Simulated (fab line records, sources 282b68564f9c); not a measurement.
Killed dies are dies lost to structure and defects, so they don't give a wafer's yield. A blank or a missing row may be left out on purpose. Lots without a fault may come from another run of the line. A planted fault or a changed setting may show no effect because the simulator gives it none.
fab line records | flow rit_cmos
record lots=14 wafers=42 last_day=7
route steps=202 shown NSD@139
lots that met no fault: from a run of the same line without faults
start_h: hours from the record's first day to the start of the lot's first wafer shown | wait_h: hours since the lot's step before | " the same as in the row above | L1.1+2: a row that stands for several wafers | - no value, or no start given | * or withheld: withheld | < > ~ a bound
route shown NAME@n: a module of which the file shows steps, and the number in the route of the first | usual: mean/standard deviation of fault-free wafers | same: alike in all rows | chamber/n: place in a boat | sites: the reading at each site | _std_site: their standard deviation | _edge_site: outer sites' mean less inner sites' | radius_mm: how far each site lies from the wafer's centre | mask NAME#n: copy n | behind: the tool/chamber that last shaped the wafer | hold: why the lot was held/for how many hours/how that ended | device: the transistor (n, p or np) that didn't switch | end of line: the same wafers' tests at the end of the route | a step without rows: its recipe alone | killed: dies lost to structure and defects at the first sort, not the wafer's yield | map: a wafer's dies, x killed, . not, _ none there
set.NAME: the setting as run; set.NAME@STEP: as run at that earlier step | model.NAME: the simulator's own value behind a step, which no gauge read
steps of the route over a sample of lots; a table a step, a row a wafer
services: from which hour (start_h, from the record's first day; less than 0 if before it) a tool's chamber was out of use, for how many hours, and why
## steps
# step RIT_NSD_IMPLANT_08
# recipe species=P energy_kev=25 dose_cm2=1e+15 tilt_deg=7
# usual beam_energy_keV=24.999/0.0088
# columns lot.wafer tool chamber start_h wait_h beam_energy_keV
L256.1 implanter-03 0 54.54 0.1 24.996
L256.3 " 0 " " 24.988
L256.6 " 0 " " 25.001
L257.1 implanter-03 0 60.38 0.1 24.987
L257.2 " 0 " " 24.995
L257.4 " 0 " " 24.990
L259.1 implanter-01 0 69.74 0.1 25.000
L259.5 " 0 " " 24.986
L259.6 " 0 " " 25.000
L260.1 implanter-03 0 76.36 0.1 24.999
L260.4 " 0 " " 25.014
L260.5 " 0 " " 25.002
L261.1 implanter-02 0 80.12 0.1 24.999
L261.3 " 0 " " 24.995
L261.6 " 0 " " 24.992
L262.1 implanter-02 0 87.66 0.1 24.997
L262.5 " 0 " " 24.999
L262.6 " 0 " " 24.996
L263.2 implanter-01 0 91.28 0.1 25.000
L263.4 " 0 " " 24.995
L263.5 " 0 " " 24.995
L268.2 implanter-02 0 117.48 0.1 24.995
L268.4 " 0 " " 24.997
L268.5 " 0 " " 25.008
L270.1 implanter-02 0 124.13 0.1 32.491
L270.4 " 0 " " 32.490
L270.5 " 0 " " 32.493
L271.2 implanter-02 0 129.12 0.1 32.495
L271.3 " 0 " " 32.488
L271.4 " 0 " " 32.491
L273.2 implanter-03 0 142.61 0.1 24.989
L273.3 " 0 " " 25.001
L273.5 " 0 " " 24.980
L274.3 implanter-01 0 144.45 0.1 24.989
L274.4 " 0 " " 24.991
L274.6 " 0 " " 24.985
L276.2 implanter-03 0 158.09 0.1 25.005
L276.5 " 0 " " 24.990
L276.6 " 0 " " 24.995
L278.4 implanter-01 0 165.52 0.1 25.022
L278.5 " 0 " " 25.009
L278.6 " 0 " " 24.997
# step RIT_NSD_TW_MEAS_10
# usual NSD_TW=3143/36
# columns lot.wafer tool chamber start_h wait_h NSD_TW
L256.1 film_metro-01 - 54.86 0.1 3157
L256.3 " - " " 3162
L256.6 " - " " 3155
L257.1 film_metro-04 - 60.70 0.1 3056
L257.2 " - " " 3073
L257.4 " - " " 3059
L259.1 film_metro-03 - 70.06 0.1 3130
L259.5 " - " " 3162
L259.6 " - " " 3154
L260.1 film_metro-03 - 76.69 0.1 3154
L260.4 " - " " 3162
L260.5 " - " " 3153
L261.1 film_metro-03 - 80.45 0.1 3151
L261.3 " - " " 3155
L261.6 " - " " 3156
L262.1 film_metro-03 - 87.99 0.1 3172
L262.5 " - " " 3151
L262.6 " - " " 3154
L263.2 film_metro-01 - 91.59 0.1 3156
L263.4 " - " " 3167
L263.5 " - " " 3166
L268.2 film_metro-03 - 117.79 0.1 3166
L268.4 " - " " 3160
L268.5 " - " " 3160
L270.1 film_metro-03 - 124.46 0.1 3387
L270.4 " - " " 3389
L270.5 " - " " 3391
L271.2 film_metro-04 - 129.43 0.1 3294
L271.3 " - " " 3293
L271.4 " - " " 3290
L273.2 film_metro-03 - 142.92 0.1 3155
L273.3 " - " " 3153
L273.5 " - " " 3167
L274.3 film_metro-03 - 144.74 0.1 3152
L274.4 " - " " 3150
L274.6 " - " " 3166
L276.2 film_metro-04 - 158.40 0.1 3074
L276.5 " - " " 3067
L276.6 " - " " 3058
L278.4 film_metro-03 - 165.80 0.1 3142
L278.5 " - " " 3163
L278.6 " - " " 3144
# step RIT_SDANNEAL_RS_MEAS_05
# recipe thk_meas_gauge=four-point-probe
# usual NSD_RS=84.5/0.33
# columns lot.wafer tool chamber start_h wait_h NSD_RS[ohm/sq]
L256.1 film_metro-03 - 57.00 0.1 83.8
L256.3 " - " " 84.1
L256.6 " - " " 83.9
L257.1 film_metro-03 - 62.94 0.1 83.7
L257.2 " - " " 84.0
L257.4 " - " " 83.9
L259.1 film_metro-01 - 72.21 0.1 84.1
L259.5 " - " " 84.5
L259.6 " - " " 84.3
L260.1 film_metro-03 - 78.84 0.1 84.2
L260.4 " - " " 84.4
L260.5 " - " " 84.4
L261.1 film_metro-04 - 82.79 0.1 84.5
L261.3 " - " " 84.7
L261.6 " - " " 84.8
L262.1 film_metro-03 - 90.02 0.1 84.6
L262.5 " - " " 84.3
L262.6 " - " " 84.2
L263.2 film_metro-03 - 93.66 0.1 84.4
L263.4 " - " " 84.5
L263.5 " - " " 84.7
L268.2 film_metro-03 - 120.30 0.1 84.7
L268.4 " - " " 84.3
L268.5 " - " " 84.6
L270.1 film_metro-03 - 126.59 0.1 82.0
L270.4 " - " " 81.8
L270.5 " - " " 81.9
L271.2 film_metro-03 - 131.50 0.1 82.1
L271.3 " - " " 81.7
L271.4 " - " " 81.9
L273.2 film_metro-04 - 144.98 0.1 84.7
L273.3 " - " " 84.9
L273.5 " - " " 84.8
L274.3 film_metro-04 - 146.93 0.1 84.8
L274.4 " - " " 85.1
L274.6 " - " " 85.0
L276.2 film_metro-03 - 160.70 0.1 85.0
L276.5 " - " " 84.7
L276.6 " - " " 84.7
L278.4 film_metro-01 - 167.89 0.1 84.7
L278.5 " - " " 84.7
L278.6 " - " " 84.4
## services
# columns tool chamber start_h hours kind
implanter-01 - 50.78 1.3 repair
implanter-03 - 67.72 1.5 repair
implanter-03 - 88.98 2.4 repair
implanter-03 - 147.25 5.5 pm
## key
first_sign step=RIT_NSD_IMPLANT_08 reading=beam_energy_keV direction=up sigmas=99+ usual=24.999 struck=32.491
effect step=RIT_NSD_TW_MEAS_10 reading=NSD_TW direction=up sigmas=5.4 usual=3143 struck=3341
effect step=RIT_SDANNEAL_RS_MEAS_05 reading=NSD_RS direction=down sigmas=7.8 usual=84.5 struck=81.9
met_at RIT_NSD_IMPLANT_08
struck_lots L270,L271
tester_left_out L270,L271
onset_between 117.48 124.13
fault kind=process_parameter_drift tool=implanter-02 chamber=- onset_h=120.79 steps=RIT_NSD_IMPLANT_08 channel=energy_kev offset=7.5 shape=step end_h=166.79 acts_in=these_recipes_only stated=25
# tester_left_out: of these lots the tester's yield and bins aren't shown, on N5 and GAA mostly nor the transistor test; their killed dies are dies lost to structure and defects alone, not to doping, threshold or leakage, so they don't give the yield
